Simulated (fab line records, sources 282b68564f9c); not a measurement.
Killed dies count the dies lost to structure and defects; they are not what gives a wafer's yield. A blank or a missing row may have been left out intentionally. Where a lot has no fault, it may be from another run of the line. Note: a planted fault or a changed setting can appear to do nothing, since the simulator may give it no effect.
fab line records ; flow rit-cmos
[record] lots = 14; wafers = 42; last-day = 7
route steps=202 shown PWELL@47 M1@202
lots untouched by any fault: they come from a run of this same line in which no faults occurred
start-h: hours from the record's opening day to when the first of the lot's shown wafers began ; wait-h: hours elapsed since this lot's preceding step ; " unchanged from the row above ; L1.1+2: several wafers, shown together as one row ; - no value present, or no start provided ; * or withheld: withheld ; < > ~ a bound
route shown NAME@n: names a module that has steps shown in the file, with the first one's number in the route ; usual: the fault-free wafers' mean and standard deviation ; same: alike in all rows ; chamber/n: place in a boat ; sites: per-site readings ; _std_site: the values' standard deviation ; _edge_site: mean of outer sites minus mean of inner sites ; radius-mm: how far each site lies from the wafer's centre ; mask NAME#n: copy n ; behind: the last tool/chamber to shape the wafer ; hold: why the lot was held/for how many hours/how that ended ; device: which transistor (n, p or np) failed to switch ; end of line: tests run on the same wafers once the route is complete ; a step given without rows: its recipe and nothing more ; killed: dies that structure and defects cost at the first sort, which is not the same as the wafer's yield ; map: the dies of a wafer, with x for killed, . for not killed, _ for no die there
set.NAME: the setting as run; set.NAME@STEP: as run at that earlier step ; model.NAME: the simulator's own value behind a step, which no gauge read
a sample of lots followed through the steps of the route, with each step as a table and each wafer as a row
services: from which hour (start-h, from the record's first day; less than 0 if before it) a tool's chamber was out of use, for how many hours, and why
[[steps]]
[step RIT_PWELL_IMPLANT_08]
[recipe] species = B; energy-kev = 170; dose-cm2 = 7e+13; tilt-deg = 7
[usual] dose-ions-cm2 = 7.001e+13/7.8e+10; faraday-current-uA = 223/4.6
lot.wafer;tool;chamber;start-h;wait-h;dose-ions-cm2;faraday-current-uA
L500.4;implanter-04;0;24.16;0.2;7.004e+13;217
L500.5;implanter-04;0;24.16;0.2;7e+13;220
L500.6;implanter-04;0;24.16;0.2;7.008e+13;225
L501.4;implanter-01;0;29.17;0.2;7.002e+13;220
L501.5;implanter-01;0;29.17;0.2;6.992e+13;216
L501.6;implanter-01;0;29.17;0.2;6.999e+13;221
L502.3;implanter-01;0;34.00;0.2;7e+13;216
L502.5;implanter-01;0;34.00;0.2;7.003e+13;215
L502.6;implanter-01;0;34.00;0.2;6.998e+13;220
L503.2;implanter-01;0;38.82;0.2;6.997e+13;234
L503.4;implanter-01;0;38.82;0.2;6.998e+13;223
L503.5;implanter-01;0;38.82;0.2;7.003e+13;228
L504.1;implanter-03;0;44.10;0.2;6.991e+13;224
L504.2;implanter-03;0;44.10;0.2;7.005e+13;221
L504.4;implanter-03;0;44.10;0.2;6.993e+13;225
L505.1;implanter-03;0;49.69;0.2;6.997e+13;221
L505.2;implanter-03;0;49.69;0.2;6.997e+13;226
L505.4;implanter-03;0;49.69;0.2;7.004e+13;223
L506.3;implanter-04;0;54.70;0.2;7.004e+13;223
L506.5;implanter-04;0;54.70;0.2;7e+13;229
L506.6;implanter-04;0;54.70;0.2;7.01e+13;227
L507.3;implanter-04;0;64.06;0.2;6.99e+13;219
L507.5;implanter-04;0;64.06;0.2;6.995e+13;230
L507.6;implanter-04;0;64.06;0.2;6.998e+13;226
L512.3;implanter-03;0;85.69;0.2;1.1878e+14;367
L512.4;implanter-03;0;85.69;0.2;1.1885e+14;390
L512.5;implanter-03;0;85.69;0.2;1.1884e+14;388
L514.1;implanter-03;0;94.28;0.2;1.1894e+14;379
L514.3;implanter-03;0;94.28;0.2;1.1895e+14;381
L514.4;implanter-03;0;94.28;0.2;1.1895e+14;378
L517.2;implanter-01;0;108.88;0.2;7.008e+13;223
L517.5;implanter-01;0;108.88;0.2;7e+13;222
L517.6;implanter-01;0;108.88;0.2;6.989e+13;222
L519.1;implanter-04;0;118.86;0.2;6.998e+13;220
L519.2;implanter-04;0;118.86;0.2;6.989e+13;225
L519.6;implanter-04;0;118.86;0.2;6.986e+13;230
L520.2;implanter-04;0;123.39;0.2;6.993e+13;226
L520.4;implanter-04;0;123.39;0.2;7.011e+13;215
L520.5;implanter-04;0;123.39;0.2;6.997e+13;221
L522.1;implanter-01;0;134.47;0.2;6.988e+13;227
L522.3;implanter-01;0;134.47;0.2;7.006e+13;228
L522.6;implanter-01;0;134.47;0.2;7.002e+13;225
[step RIT_PWELL_TW_MEAS_10]
[usual] PWELL_TW = 944/5.5
lot.wafer;tool;chamber;start-h;wait-h;PWELL_TW
L500.4;film-metro-04;-;24.44;0.1;934
L500.5;film-metro-04;-;24.44;0.1;940
L500.6;film-metro-04;-;24.44;0.1;936
L501.4;film-metro-04;-;29.45;0.1;937
L501.5;film-metro-04;-;29.45;0.1;937
L501.6;film-metro-04;-;29.45;0.1;944
L502.3;film-metro-02;-;34.29;0.1;949
L502.5;film-metro-02;-;34.29;0.1;942
L502.6;film-metro-02;-;34.29;0.1;948
L503.2;film-metro-04;-;39.13;0.1;943
L503.4;film-metro-04;-;39.13;0.1;945
L503.5;film-metro-04;-;39.13;0.1;941
L504.1;film-metro-01;-;44.42;0.1;942
L504.2;film-metro-01;-;44.42;0.1;946
L504.4;film-metro-01;-;44.42;0.1;945
L505.1;film-metro-04;-;50.02;0.1;941
L505.2;film-metro-04;-;50.02;0.1;937
L505.4;film-metro-04;-;50.02;0.1;939
L506.3;film-metro-01;-;55.00;0.1;952
L506.5;film-metro-01;-;55.00;0.1;956
L506.6;film-metro-01;-;55.00;0.1;959
L507.3;film-metro-01;-;64.36;0.1;946
L507.5;film-metro-01;-;64.36;0.1;945
L507.6;film-metro-01;-;64.36;0.1;950
L512.3;film-metro-04;-;85.98;0.1;1113
L512.4;film-metro-04;-;85.98;0.1;1114
L512.5;film-metro-04;-;85.98;0.1;1120
L514.1;film-metro-02;-;94.61;0.1;1118
L514.3;film-metro-02;-;94.61;0.1;1120
L514.4;film-metro-02;-;94.61;0.1;1118
L517.2;film-metro-01;-;109.19;0.1;946
L517.5;film-metro-01;-;109.19;0.1;944
L517.6;film-metro-01;-;109.19;0.1;942
L519.1;film-metro-02;-;119.19;0.1;948
L519.2;film-metro-02;-;119.19;0.1;951
L519.6;film-metro-02;-;119.19;0.1;947
L520.2;film-metro-01;-;123.70;0.1;949
L520.4;film-metro-01;-;123.70;0.1;950
L520.5;film-metro-01;-;123.70;0.1;947
L522.1;film-metro-02;-;134.80;0.1;950
L522.3;film-metro-02;-;134.80;0.1;950
L522.6;film-metro-02;-;134.80;0.1;942
[step RIT_WELLDRIVE_RS_MEAS_02]
[recipe] thk-meas-gauge = four-point-probe
[usual] PWELL_RS = 429.7/1.5
lot.wafer;tool;chamber;start-h;wait-h;PWELL_RS[ohm/sq]
L500.4;film-metro-02;-;29.74;0.1;430.4
L500.5;film-metro-02;-;29.74;0.1;429.2
L500.6;film-metro-02;-;29.74;0.1;430.8
L501.4;film-metro-02;-;35.07;0.1;431.4
L501.5;film-metro-02;-;35.07;0.1;430.9
L501.6;film-metro-02;-;35.07;0.1;430.4
L502.3;film-metro-02;-;41.09;0.1;431.8
L502.5;film-metro-02;-;41.09;0.1;431.5
L502.6;film-metro-02;-;41.09;0.1;429.9
L503.2;film-metro-01;-;45.36;0.1;427.0
L503.4;film-metro-01;-;45.36;0.1;429.3
L503.5;film-metro-01;-;45.36;0.1;428.5
L504.1;film-metro-02;-;50.42;0.1;430.9
L504.2;film-metro-02;-;50.42;0.1;430.6
L504.4;film-metro-02;-;50.42;0.1;431.2
L505.1;film-metro-04;-;55.79;0.1;428.7
L505.2;film-metro-04;-;55.79;0.1;427.2
L505.4;film-metro-04;-;55.79;0.1;428.1
L506.3;film-metro-02;-;61.16;0.1;428.7
L506.5;film-metro-02;-;61.16;0.1;428.2
L506.6;film-metro-02;-;61.16;0.1;429.3
L507.3;film-metro-04;-;69.64;0.1;428.9
L507.5;film-metro-04;-;69.64;0.1;428.7
L507.6;film-metro-04;-;69.64;0.1;429.8
L512.3;film-metro-04;-;92.17;0.1;309.6
L512.4;film-metro-04;-;92.17;0.1;309.0
L512.5;film-metro-04;-;92.17;0.1;308.7
L514.1;film-metro-01;-;100.84;0.1;309.1
L514.3;film-metro-01;-;100.84;0.1;308.3
L514.4;film-metro-01;-;100.84;0.1;308.2
L517.2;film-metro-01;-;114.47;0.1;431.9
L517.5;film-metro-01;-;114.47;0.1;430.3
L517.6;film-metro-01;-;114.47;0.1;429.7
L519.1;film-metro-04;-;124.73;0.1;429.0
L519.2;film-metro-04;-;124.73;0.1;430.2
L519.6;film-metro-04;-;124.73;0.1;430.2
L520.2;film-metro-01;-;128.97;0.1;427.1
L520.4;film-metro-01;-;128.97;0.1;429.8
L520.5;film-metro-01;-;128.97;0.1;430.0
L522.1;film-metro-02;-;140.06;0.1;430.0
L522.3;film-metro-02;-;140.06;0.1;430.7
L522.6;film-metro-02;-;140.06;0.1;430.2
[step RIT_M1_PROBE_99]
[usual] killed-at-contacts = 0.0/0.22; killed-at-front-end = 6.6/3; killed-dies = 6.6/3; killed-open = 3.4/2; killed-short = 3.2/2
[same] gross-dies = 264; killed_at_M0_to_M3 = 0; killed_at_M4_up = 0; killed-at-back-side = 0; killed-at-other = 0
lot.wafer;tool;chamber;start-h;wait-h;killed-at-contacts;killed-at-front-end;killed-dies;killed-open;killed-short
L514.1;prober-02;-;133.28;0.1;0;3;3;1;2
L514.3;prober-02;-;133.38;0.2;0;2;2;2;0
L514.4;prober-02;-;133.43;0.2;0;11;11;8;3
// killed by level:class
L514.1 GATE:geometric-particle:short=2 REOX:geometric-particle:open=1
L514.3 FOX1:geometric-particle:open=1 GATE:geometric-particle:open=1
L514.4 REOX:geometric-particle:open=3 FOX1:geometric-particle:open=2 GATE:geometric-particle:open=2 FOX1:geometric-particle:short=1 FOX2:geometric-particle:open=1 REOX:geometric-particle:short=1 SPACER:geometric-particle:short=1
[[services]]
tool;chamber;start-h;hours;kind
implanter-01;-;22.80;2.8;repair
[[key]]
[first-sign] step = RIT_PWELL_IMPLANT_08; reading = dose-ions-cm2; direction = up; sigmas = 99+; usual = 7.001e+13; struck = 1.1889e+14
[effect] step = RIT_PWELL_IMPLANT_08; reading = faraday-current-uA; direction = up; sigmas = 34; usual = 223; struck = 381
[effect] step = RIT_PWELL_TW_MEAS_10; reading = PWELL_TW; direction = up; sigmas = 31; usual = 944; struck = 1117
[effect] step = RIT_WELLDRIVE_RS_MEAS_02; reading = PWELL_RS; direction = down; sigmas = 83; usual = 429.7; struck = 308.8
met-at RIT_PWELL_IMPLANT_08
struck-lots L512,L514
tester-left-out L512,L514
onset-between 49.69 85.69
[fault] kind = process-parameter-drift; tool = implanter-03; chamber = -; onset-h = 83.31; steps = RIT_PWELL_IMPLANT_08; channel = dose-cm2; offset = 4.8909e+13; shape = step; end-h = 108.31; acts-in = these-recipes-only; stated = 7e+13
// tester-left-out: of these lots the tester's yield and bins aren't shown, on N5 and GAA mostly nor the transistor test; their killed dies are dies lost to structure and defects alone, not to doping, threshold or leakage, so they don't give the yield
